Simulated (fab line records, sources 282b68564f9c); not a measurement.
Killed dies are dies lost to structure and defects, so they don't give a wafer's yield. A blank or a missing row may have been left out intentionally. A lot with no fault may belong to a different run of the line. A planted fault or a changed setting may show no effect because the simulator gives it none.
fab line records ; flow rit-cmos
record lots=14; wafers=42; last-day=7
route steps=202 shown ACTIVE@15 PWELL@49 SILICIDE@167 CONTACT@175 M1@202
lots that met no fault: taken from a fault-free run of the same line
start-h: the number of hours between the record's first day and the start of the first shown wafer of the lot ; wait-h: hours from the lot's prior step to this one ; " repeats the value in the row above ; L1.1+2: one row covering several wafers at once ; - no value, or no start given ; * or withheld: withheld ; < > ~ a bound
route shown NAME@n: NAME is a module with steps in the file, n the number in the route of the first one ; usual: the fault-free wafers' mean and standard deviation ; same: alike in all rows ; chamber/n: place in a boat ; sites: readings site by site ; _std_site: how widely they spread, as a standard deviation ; _edge_site: inner sites' mean taken away from outer sites' mean ; radius-mm: for every site, how far away it sits from the centre of the wafer ; mask NAME#n: copy n ; behind: the tool/chamber that last shaped the wafer ; hold: why the lot went on hold/how many hours it stayed there/how the hold came to an end ; device: the n, p or np transistor that did not switch ; end of line: at the end of the route, the tests of the same wafers ; step lacking rows: just its recipe ; killed: count of dies lost to structure and defects at first sort (not the wafer's yield) ; map: per-die view of a wafer (x killed, . not killed, _ where there is no die)
set.NAME: the setting the step ran with; set.NAME@STEP: the setting that earlier step ran with ; model.NAME: the simulator's own value behind a step, which no gauge read
steps of the route over a sample of lots; a table a step, a row a wafer
services: a tool's chamber out of use, with start hour (start-h, from the record's first day; less than 0 if before it), hours out, and reason
## steps
# step RIT_ACTIVE_STRIP_14
# recipe chemistry=O2; time-s=180; resist=NOVOLAK; platen-temp-c=withheld; power-w=500; pressure-mtorr=4000; o2-flow-sccm=4000
# usual drypump-motor-current-A=5.92/0.3
lot.wafer;tool;chamber;start-h;wait-h;drypump-motor-current-A;rf-hours-counter-h
L264.1;plasma-asher-03;1;19.84;0.1;6.14;35
L264.2;plasma-asher-03;0;19.84;0.1;5.92;35
L264.4;plasma-asher-03;0;19.84;0.1;5.93;-
L265.2;plasma-asher-03;0;29.25;0.1;5.91;36
L265.3;plasma-asher-03;1;29.25;0.1;6.16;-
L265.6;plasma-asher-03;0;29.25;0.1;5.89;-
L266.2;plasma-asher-04;0;31.41;0.1;5.80;23
L266.3;plasma-asher-04;1;31.41;0.1;5.35;-
L266.5;plasma-asher-04;1;31.41;0.1;5.37;-
L267.1;plasma-asher-03;1;35.53;0.1;6.12;37
L267.3;plasma-asher-03;0;35.53;0.1;5.92;-
L267.6;plasma-asher-03;0;35.53;0.1;5.91;-
L268.3;plasma-asher-01;0;41.04;0.1;5.65;-
L268.4;plasma-asher-01;1;41.04;0.1;6.37;-
L268.5;plasma-asher-01;1;41.04;0.1;6.34;-
L271.2;plasma-asher-04;0;55.13;0.1;5.80;26
L271.4;plasma-asher-04;1;55.13;0.1;5.39;-
L271.5;plasma-asher-04;1;55.13;0.1;5.38;-
L272.1;plasma-asher-01;0;62.36;0.1;5.64;41
L272.3;plasma-asher-01;0;62.36;0.1;5.65;-
L272.6;plasma-asher-01;1;62.36;0.1;6.38;-
L273.3;plasma-asher-01;1;64.90;0.1;6.38;-
L273.5;plasma-asher-01;1;64.90;0.1;6.37;-
L273.6;plasma-asher-01;0;64.90;0.1;5.62;-
L274.1;plasma-asher-01;0;73.13;0.1;5.67;43
L274.3;plasma-asher-01;1;73.13;0.1;6.38;-
L274.4;plasma-asher-01;0;73.13;0.1;5.67;-
L275.2;plasma-asher-03;0;77.71;0.1;5.91;42
L275.5;plasma-asher-03;0;77.71;0.1;5.92;-
L275.6;plasma-asher-03;1;77.71;0.1;6.15;-
L279.1;plasma-asher-04;1;95.05;0.1;5.37;31
L279.2;plasma-asher-04;0;95.05;0.1;5.78;31
L279.4;plasma-asher-04;0;95.05;0.1;5.78;-
L280.2;plasma-asher-03;0;102.55;0.1;5.92;45
L280.3;plasma-asher-03;1;102.55;0.1;6.14;-
L280.6;plasma-asher-03;1;102.55;0.1;6.12;-
L285.2;plasma-asher-03;1;127.05;0.1;6.14;49
L285.4;plasma-asher-03;0;127.05;0.1;5.90;-
L285.6;plasma-asher-03;1;127.05;0.1;6.16;-
L286.3;plasma-asher-01;0;130.14;0.1;5.64;-
L286.5;plasma-asher-01;0;130.14;0.1;5.63;-
L286.6;plasma-asher-01;1;130.14;0.1;6.34;-
# step RIT_PWELL_TW_MEAS_10
# usual PWELL_TW=957/9
lot.wafer;tool;chamber;start-h;wait-h;PWELL_TW
L264.1;film-metro-03;-;33.20;0.1;948
L264.2;film-metro-03;-;33.20;0.1;948
L264.4;film-metro-03;-;33.20;0.1;952
L265.2;film-metro-01;-;38.20;0.1;949
L265.3;film-metro-01;-;38.20;0.1;947
L265.6;film-metro-01;-;38.20;0.1;946
L266.2;film-metro-04;-;42.40;0.1;971
L266.3;film-metro-04;-;42.40;0.1;964
L266.5;film-metro-04;-;42.40;0.1;965
L267.1;film-metro-04;-;45.77;0.1;976
L267.3;film-metro-04;-;45.77;0.1;971
L267.6;film-metro-04;-;45.77;0.1;971
L268.3;film-metro-04;-;51.61;0.1;974
L268.4;film-metro-04;-;51.61;0.1;967
L268.5;film-metro-04;-;51.61;0.1;966
L271.2;film-metro-03;-;64.48;0.1;951
L271.4;film-metro-03;-;64.48;0.1;948
L271.5;film-metro-03;-;64.48;0.1;951
L272.1;film-metro-04;-;72.79;0.1;973
L272.3;film-metro-04;-;72.79;0.1;961
L272.6;film-metro-04;-;72.79;0.1;970
L273.3;film-metro-03;-;76.26;0.1;945
L273.5;film-metro-03;-;76.26;0.1;951
L273.6;film-metro-03;-;76.26;0.1;954
L274.1;film-metro-01;-;81.30;0.1;951
L274.3;film-metro-01;-;81.30;0.1;957
L274.4;film-metro-01;-;81.30;0.1;951
L275.2;film-metro-04;-;89.72;0.1;969
L275.5;film-metro-04;-;89.72;0.1;970
L275.6;film-metro-04;-;89.72;0.1;970
L279.1;film-metro-01;-;103.90;0.1;952
L279.2;film-metro-01;-;103.90;0.1;953
L279.4;film-metro-01;-;103.90;0.1;949
L280.2;film-metro-03;-;114.01;0.1;947
L280.3;film-metro-03;-;114.01;0.1;952
L280.6;film-metro-03;-;114.01;0.1;950
L285.2;film-metro-01;-;135.58;0.1;954
L285.4;film-metro-01;-;135.58;0.1;954
L285.6;film-metro-01;-;135.58;0.1;956
L286.3;film-metro-03;-;140.38;0.1;953
L286.5;film-metro-03;-;140.38;0.1;959
L286.6;film-metro-03;-;140.38;0.1;951
# step RIT_SILICIDE_RTA_06
# recipe temp-c=750; time-s=10.37; idle-temp-c=25; ramp-up-s=5; ramp-down-s=10; cool-to-c=25; ambient=N2
# usual wafer_temp_C_max=753.2/0.7
lot.wafer;tool;chamber;start-h;wait-h;wafer_temp_C_max
L264.1;rtp-anneal-02;0;64.22;0.0;751.8
L264.2;rtp-anneal-02;0;64.22;0.0;752.9
L264.4;rtp-anneal-02;0;64.22;0.0;752.4
L265.2;rtp-anneal-02;0;67.85;0.0;754.1
L265.3;rtp-anneal-02;0;67.85;0.0;753.0
L265.6;rtp-anneal-02;0;67.85;0.0;752.7
L266.2;rtp-anneal-02;0;74.97;0.0;754.2
L266.3;rtp-anneal-02;0;74.97;0.0;752.3
L266.5;rtp-anneal-02;0;74.97;0.0;752.2
L267.1;rtp-anneal-01;0;79.07;0.0;753.3
L267.3;rtp-anneal-01;0;79.07;0.0;754.5
L267.6;rtp-anneal-01;0;79.07;0.0;754.8
L268.3;rtp-anneal-02;0;83.00;0.0;753.1
L268.4;rtp-anneal-02;0;83.00;0.0;751.4
L268.5;rtp-anneal-02;0;83.00;0.0;752.8
L271.2;rtp-anneal-01;0;95.76;0.0;753.2
L271.4;rtp-anneal-01;0;95.76;0.0;752.8
L271.5;rtp-anneal-01;0;95.76;0.0;752.8
L272.1;rtp-anneal-01;0;108.56;0.0;753.0
L272.3;rtp-anneal-01;0;108.56;0.0;753.8
L272.6;rtp-anneal-01;0;108.56;0.0;753.7
L273.3;rtp-anneal-01;0;108.84;0.0;754.0
L273.5;rtp-anneal-01;0;108.84;0.0;754.1
L273.6;rtp-anneal-01;0;108.84;0.0;753.7
L274.1;rtp-anneal-02;0;112.55;0.0;752.6
L274.3;rtp-anneal-02;0;112.55;0.0;752.7
L274.4;rtp-anneal-02;0;112.55;0.0;753.8
L275.2;rtp-anneal-02;0;120.16;0.0;752.6
L275.5;rtp-anneal-02;0;120.16;0.0;753.0
L275.6;rtp-anneal-02;0;120.16;0.0;752.3
L279.1;rtp-anneal-01;0;132.86;0.0;753.8
L279.2;rtp-anneal-01;0;132.86;0.0;753.4
L279.4;rtp-anneal-01;0;132.86;0.0;754.3
L280.2;rtp-anneal-02;0;143.27;0.0;752.9
L280.3;rtp-anneal-02;0;143.27;0.0;753.6
L280.6;rtp-anneal-02;0;143.27;0.0;752.3
L285.2;rtp-anneal-01;0;165.92;0.0;754.5
L285.4;rtp-anneal-01;0;165.92;0.0;753.9
L285.6;rtp-anneal-01;0;165.92;0.0;752.0
L286.3;rtp-anneal-02;0;171.81;0.0;753.3
L286.5;rtp-anneal-02;0;171.81;0.0;753.2
L286.6;rtp-anneal-02;0;171.81;0.0;753.3
# step RIT_CONTACT_DEVELOP_07
# recipe resist=NOVOLAK; develop-time-s=120; dev-temp-c=23
lot.wafer;tool;chamber;start-h;wait-h
L264.1+2+4;litho-track-02;0;65;-
L265.2+3+6;litho-track-02;0;68;-
L266.2+3+5;litho-track-01;0;76;-
L267.1+3+6;litho-track-03;0;79;-
L268.3+4+5;litho-track-03;0;84;-
L271.2+4+5;litho-track-02;0;96;-
L272.1+3+6;litho-track-03;0;109;-
L273.3+5+6;litho-track-02;0;109;-
L274.1+3+4;litho-track-03;0;113;-
L275.2+5+6;litho-track-02;0;121;-
L279.1+2+4;litho-track-02;0;133;-
L280.2+3+6;litho-track-02;0;144;-
L285.2+4+6;litho-track-01;0;166;-
L286.3+5+6;litho-track-03;0;172;-
# step RIT_CONTACT_CD_MEAS_08
# recipe target-cd-nm=1000
# usual cd-nm=1000.5/2
lot.wafer;tool;chamber;start-h;wait-h;cd-nm
L264.1;cd-sem-01;-;65.51;-;997.7
L264.2;cd-sem-01;-;65.51;-;1000.3
L264.4;cd-sem-01;-;65.51;-;998.4
L265.2;cd-sem-02;-;69.00;-;1001.4
L265.3;cd-sem-02;-;69.00;-;1003.2
L265.6;cd-sem-02;-;69.00;-;1003.0
L266.2;cd-sem-01;-;76.34;-;999.5
L266.3;cd-sem-01;-;76.34;-;998.3
L266.5;cd-sem-01;-;76.34;-;998.6
L267.1;cd-sem-02;-;80.24;-;999.3
L267.3;cd-sem-02;-;80.24;-;999.5
L267.6;cd-sem-02;-;80.24;-;1000.2
L268.3;cd-sem-01;-;84.29;-;1000.8
L268.4;cd-sem-01;-;84.29;-;998.0
L268.5;cd-sem-01;-;84.29;-;999.5
L271.2;cd-sem-02;-;96.91;-;1001.4
L271.4;cd-sem-02;-;96.91;-;1002.9
L271.5;cd-sem-02;-;96.91;-;1005.5
L272.1;cd-sem-01;-;110.03;-;999.0
L272.3;cd-sem-01;-;110.03;-;1001.7
L272.6;cd-sem-01;-;110.03;-;1001.2
L273.3;cd-sem-02;-;110.13;-;999.6
L273.5;cd-sem-02;-;110.13;-;998.8
L273.6;cd-sem-02;-;110.13;-;1000.1
L274.1;cd-sem-02;-;114.05;-;997.8
L274.3;cd-sem-02;-;114.05;-;997.1
L274.4;cd-sem-02;-;114.05;-;996.1
L275.2;cd-sem-01;-;121.44;-;997.8
L275.5;cd-sem-01;-;121.44;-;999.4
L275.6;cd-sem-01;-;121.44;-;999.2
L279.1;cd-sem-01;-;134.13;-;957.8
L279.2;cd-sem-01;-;134.13;-;959.3
L279.4;cd-sem-01;-;134.13;-;958.8
L280.2;cd-sem-01;-;144.43;-;968.6
L280.3;cd-sem-01;-;144.43;-;964.9
L280.6;cd-sem-01;-;144.43;-;968.3
L285.2;cd-sem-01;-;167.12;-;999.7
L285.4;cd-sem-01;-;167.12;-;1000.8
L285.6;cd-sem-01;-;167.12;-;998.3
L286.3;cd-sem-02;-;172.97;-;998.9
L286.5;cd-sem-02;-;172.97;-;1001.0
L286.6;cd-sem-02;-;172.97;-;1000.3
# step RIT_M1_PROBE_99
# usual killed-at-contacts=0.1/0.25; killed-at-front-end=6.8/2.9; killed-dies=6.9/2.9; killed-open=3.3/1.9; killed-short=3.6/1.9
# same gross-dies=264; killed_at_M0_to_M3=0; killed_at_M4_up=0; killed-at-back-side=0; killed-at-other=0
lot.wafer;tool;chamber;start-h;wait-h;killed-at-contacts;killed-at-front-end;killed-dies;killed-open;killed-short
L271.2;prober-02;-;102.22;0.1;0;8;8;4;4
L271.4;prober-02;-;102.32;0.2;0;2;2;0;2
L271.5;prober-02;-;102.37;0.2;0;4;4;1;3
L273.3;prober-02;-;116.98;0.2;0;11;11;5;6
L279.1;prober-01;-;139.43;0.1;0;6;6;4;2
L279.2;prober-01;-;139.48;0.1;0;8;8;5;3
L279.4;prober-01;-;139.58;0.2;0;2;2;0;2
L280.2;prober-02;-;150.09;0.1;0;6;6;2;4
L280.3;prober-02;-;150.14;0.2;0;5;5;1;4
L280.6;prober-02;-;150.29;0.2;0;4;4;2;2
# killed by level:class
L271.2 GATE:geometric-particle:open=3 GATE:geometric-particle:short=3 REOX:geometric-particle:open=1 SILICIDE:geometric-particle:short=1
L271.4 FOX2:geometric-particle:short=1 GATE:geometric-particle:short=1
L271.5 REOX:geometric-particle:short=2 GATE:geometric-particle:open=1 GATE:geometric-particle:short=1
L273.3 GATE:geometric-particle:short=5 GATE:geometric-particle:open=2 FOX1:geometric-particle:open=1 FOX2:geometric-particle:open=1 REOX:geometric-particle:short=1 REOX:geometric-particle:open=1
L279.1 GATE:geometric-particle:open=2 GATE:geometric-particle:short=1 REOX:geometric-particle:short=1 SPACER:geometric-particle:open=1 SILICIDE:geometric-particle:open=1
L279.2 GATE:geometric-particle:open=2 REOX:geometric-particle:open=2 FOX1:geometric-particle:open=1 FOX2:geometric-particle:short=1 GATE:geometric-particle:short=1 SILICIDE:geometric-particle:short=1
L279.4 GATE:geometric-particle:short=1 SILICIDE:geometric-particle:short=1
L280.2 FOX2:geometric-particle:short=2 FOX1:geometric-particle:open=1 FOX1:geometric-particle:short=1 GATE:geometric-particle:short=1 GATE:geometric-particle:open=1
L280.3 GATE:geometric-particle:short=4 SILICIDE:geometric-particle:open=1
L280.6 FOX1:geometric-particle:short=1 FOX1:geometric-particle:open=1 GATE:geometric-particle:open=1 REOX:geometric-particle:short=1
## services
tool;chamber;start-h;hours;kind
rtp-anneal-02;-;14.91;0.7;pm
plasma-asher-01;-;37.51;3.4;repair
rtp-anneal-01;-;38.90;35.1;pm
plasma-asher-01;-;48.61;8.9;repair
plasma-asher-01;-;74.01;19.3;repair
rtp-anneal-01;-;79.63;5.0;pm
plasma-asher-03;-;128.34;14.6;pm
plasma-asher-04;-;154.19;2.9;repair
## key
first-sign step=RIT_CONTACT_CD_MEAS_08; reading=cd-nm; direction=down; sigmas=19; usual=1000.5; struck=962.9; through=control-loop
effect none on later readings
met-at RIT_CONTACT_DEVELOP_07
struck-lots L279,L280
tester-left-out L279,L280
loop-trim step=RIT_CONTACT_EXPOSE_05; setting=dose; lots=L280
not-acting-at RIT_ACTIVE_STRIP_14,RIT_PWELL_TW_MEAS_10,RIT_SILICIDE_RTA_06
onset-between 121 133
fault kind=process-parameter-drift; tool=litho-track-02; chamber=-; onset-h=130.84; steps=RIT_CONTACT_DEVELOP_07; channel=develop-time-s; offset=*; shape=step; end-h=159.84; acts-in=*; stated=*
# tester-left-out: of these lots the tester's yield and bins aren't shown, on N5 and GAA mostly nor the transistor test; their killed dies are dies lost to structure and defects alone, not to doping, threshold or leakage, so they don't give the yield
# loop-trim: a control loop set the setting to another value than it would have without faults
